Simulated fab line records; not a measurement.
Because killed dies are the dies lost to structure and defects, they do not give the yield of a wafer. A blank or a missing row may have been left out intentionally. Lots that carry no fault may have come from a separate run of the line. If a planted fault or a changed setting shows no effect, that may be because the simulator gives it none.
A lot that was struck, set against a sound lot -- flow ritCmos -- 28 out of 202 route steps
Sound: the wafers L611.3, L611.4, L611.6. Struck: wafers L616.1, L616.3, L616.5. The cause is given at the end.
Per side, at each step with rows, come the tool, then ch with its chambers, and then its first start. Under that, the readings that differ: sound wafers -- struck wafers -- difference of the means -- sigmas: that difference in standard deviations of wafers without a fault.
alike: same words and numbers on both sides, and readings whose means sit less than 2 such deviations apart. not compared: any withheld reading, any reading some wafer has no value for, any bound like >300 that may hide the same value, and any number with overlapping values for which the record gives no deviation.
A row with sigmas, a row that says differs or no value, or rows on one side alone: a step with any of these is where the two part. Numbers that don't overlap but have no deviation are shown without sigmas and don't part them. A reading missing from all wafers of one side parts the sides only when that side holds two or more wafers.

RIT_ACTIVE_BOW_MEAS_00:
  sound: filmMetro-01 at day 2 01:02; struck: filmMetro-03 at day 3 02:00
  alike: INCOMING_BOW
RIT_ACTIVE_OXIDATION_01: target thk 46.8 nm, ox time 3360 s.
  sound on furnace-01 ch 0, day 2 02:21; struck on furnace-01 ch 0, day 3 02:14
reading,sound,struck,difference,sigmas
spikeTcCentreC (C),1003.1 1004.8 1003.0,1029.3 1027.6 1027.9,+24.6,+22
spikeTcLoadC (C),1025.1 1027.2 1023.9,1053.2 1051.8 1050.7,+26.5,+11
spikeTcSourceC (C),1026.9 1027.1 1025.5,1051.6 1053.6 1054.2,+26.6,+13
tubeCenterTempC (C),1000 999.8 1000,1025 1025 1025,+25,+99 or more
tube_center_temp_C_max,1002.4 1002.5 1002.2,1027.3 1027.8 1027.1,+25.0,+57
zonePowerSourcePct (%),32.6 32.2 32.5,35.0 34.9 35.0,+2.5,+3
model.SiO2_of_ACTIVE_OXIDATION_01.thkNm (nm),45.37 45.32 45.23,59.65 60.69 59.81,+14.74,
RIT_ACTIVE_THK_MEAS_02:
  sound: filmMetro-04 at day 2 04:19; struck: filmMetro-04 at day 3 04:10
reading,sound,struck,difference,sigmas
ACTIVE_OXIDE_THK (nm),45.3 45.3 45.2,59.7 60.7 59.7,+14.8,+13
then, 1 step without rows for these wafers: RIT_ACTIVE_CVD_03 (deposits Si3N4 from SiH2Cl2/NH3, target thk 150 nm, time 1500 s).
RIT_ACTIVE_THK_MEAS_04:
  sound: filmMetro-03 at day 2 05:47; struck: filmMetro-01 at day 3 06:22
reading,sound,struck,difference,sigmas
ACTIVE_NITRIDE_THK (nm),151.1 150.0 150.3,148.3 147.4 148.0,-2.6,-2
then, 6 steps without rows for these wafers: RIT_ACTIVE_HMDS_05 (prime time 60 s); RIT_ACTIVE_COAT_06 (resist thk 1000 nm); RIT_ACTIVE_SOFTBAKE_07 (time 60 s); RIT_ACTIVE_EXPOSE_08 (exposes mask M1, target cd 1400 nm); RIT_ACTIVE_PEB_09; RIT_ACTIVE_DEVELOP_10 (develop time 50 s).
RIT_ACTIVE_CD_MEAS_11 targets a cd of 1400 nm.
  sound: cdSem-01 at day 2 06:43; struck: cdSem-01 at day 3 07:16
  alike: cdNm
then, 1 step without rows for these wafers: RIT_ACTIVE_HARDBAKE_12 (time 60 s).
RIT_ACTIVE_ETCH_13: etches Si3N4 in SF6, stops on SiO2, time 210 s, target depth 210 nm.
  sound on rieDiel-04 ch 0,2,3, day 2 06:56; struck on rieDiel-04 ch 0,2, day 3 07:32
  alike: drypumpMotorCurrentA, oesProductAu, throttleValvePct
  not compared: rfHoursCounterH
RIT_ACTIVE_STRIP_14: strips in O2, time 180 s.
  sound on plasmaAsher-01 ch 0,1, day 2 07:08; struck on plasmaAsher-01 ch 0,1, day 3 07:40
  alike: drypumpMotorCurrentA, rfReflPowerW
  not compared: rfHoursCounterH
RIT_ACTIVE_CD_MEAS_90 targets a cd of 1400 nm.
  sound: cdSem-02 at day 2 07:17; struck: cdSem-02 at day 3 07:51
  alike: cdNm
then, 4 steps without rows for these wafers: RIT_ACTIVE_CLEAN_15 (cleans in SC1, time 600 s); RIT_ACTIVE_CLEAN_16 (cleans in dHF, time 30 s); RIT_ACTIVE_CLEAN_17 (cleans in SC2, time 600 s); RIT_FOX1_OXIDATION_00 (target thk 350.7 nm, ox time 1130 s).
RIT_FOX1_THK_MEAS_01:
  sound: filmMetro-02 at day 2 09:54; struck: filmMetro-04 at day 3 10:22
  alike: FOX1_OXIDE_THK
then, 2 steps without rows for these wafers: RIT_FOX1_WET_ETCH_02 (etches SiO2 in BOE, target depth 350 nm, time 390 s); RIT_FOX2_OXIDATION_00 (target thk 350.7 nm, ox time 1130 s).
RIT_FOX2_THK_MEAS_01:
  sound: filmMetro-02 at day 2 11:23; struck: filmMetro-02 at day 3 11:52
  alike: FOX2_OXIDE_THK
then, 1 step without rows for these wafers: RIT_FOX2_CLEAN_02 (cleans in dHF, time 180 s).
RIT_FOX2_WET_ETCH_03: etches Si3N4 in H3PO4, target depth 195 nm, time 2700 s.
  sound on wetBench-03 ch 1, day 2 11:29; struck on wetBench-01 ch 0, day 3 11:59
reading,sound,struck,difference,sigmas
model.SiO2_of_ACTIVE_OXIDATION_01.thkNm (nm),40.48 40.43 40.35,53 53.95 53.16,+13,
RIT_FOX2_THK_MEAS_90:
  sound: filmMetro-03 at day 2 12:16; struck: filmMetro-03 at day 3 12:44
  alike: FIELD_OXIDE_LEFT_1_THK
RIT_M1_PROBE_99:
  sound: prober-02 at day 4 04:29; struck: prober-01 at day 5 02:44
reading,sound,struck,difference,sigmas
model.etest.pldd.widthNm (nm),3208 3186 3218,3042 3016 3064,-163,
model.etest.nldd.widthNm (nm),3197 3228 3216,3026 3025 3044,-182,
model.etest.pplusSal.widthNm (nm),3496 3465 3447,3368 3367 3383,-97,
model.etest.nplusSal.widthNm (nm),3484 3463 3467,3387 3391 3381,-85,
model.etest.nmosNarrow.driveUaUm,229.5 223.9 222.2,198 194.7 201.4,-27,
model.etest.pmosNarrow.driveUaUm,105.7 101.8 99.18,88.77 87.63 90.23,-13.35,
model.etest.nmos_0p3.driveUaUm,222.2 217.3 217.6,225.2 226.3 226.8,+7.1,
  alike: killedAtContacts, killedAtFrontEnd, killedDies, killedOpen, killedShort
  not compared: model.etest.wellEdgeLeft.lineOhmUm

== WHERE THEY PART ==
Earliest at RIT_ACTIVE_OXIDATION_01; latest, in this record, at RIT_ACTIVE_THK_MEAS_04. Later steps at which nothing parts them and some readings are alike: RIT_ACTIVE_CD_MEAS_11, RIT_ACTIVE_ETCH_13, RIT_ACTIVE_STRIP_14, RIT_ACTIVE_CD_MEAS_90, RIT_FOX1_THK_MEAS_01, RIT_FOX2_THK_MEAS_01, RIT_FOX2_THK_MEAS_90, RIT_M1_PROBE_99.

WHY: whatever the simulator had introduced
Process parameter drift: furnace-01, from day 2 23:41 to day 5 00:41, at RIT_ACTIVE_OXIDATION_01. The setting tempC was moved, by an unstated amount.
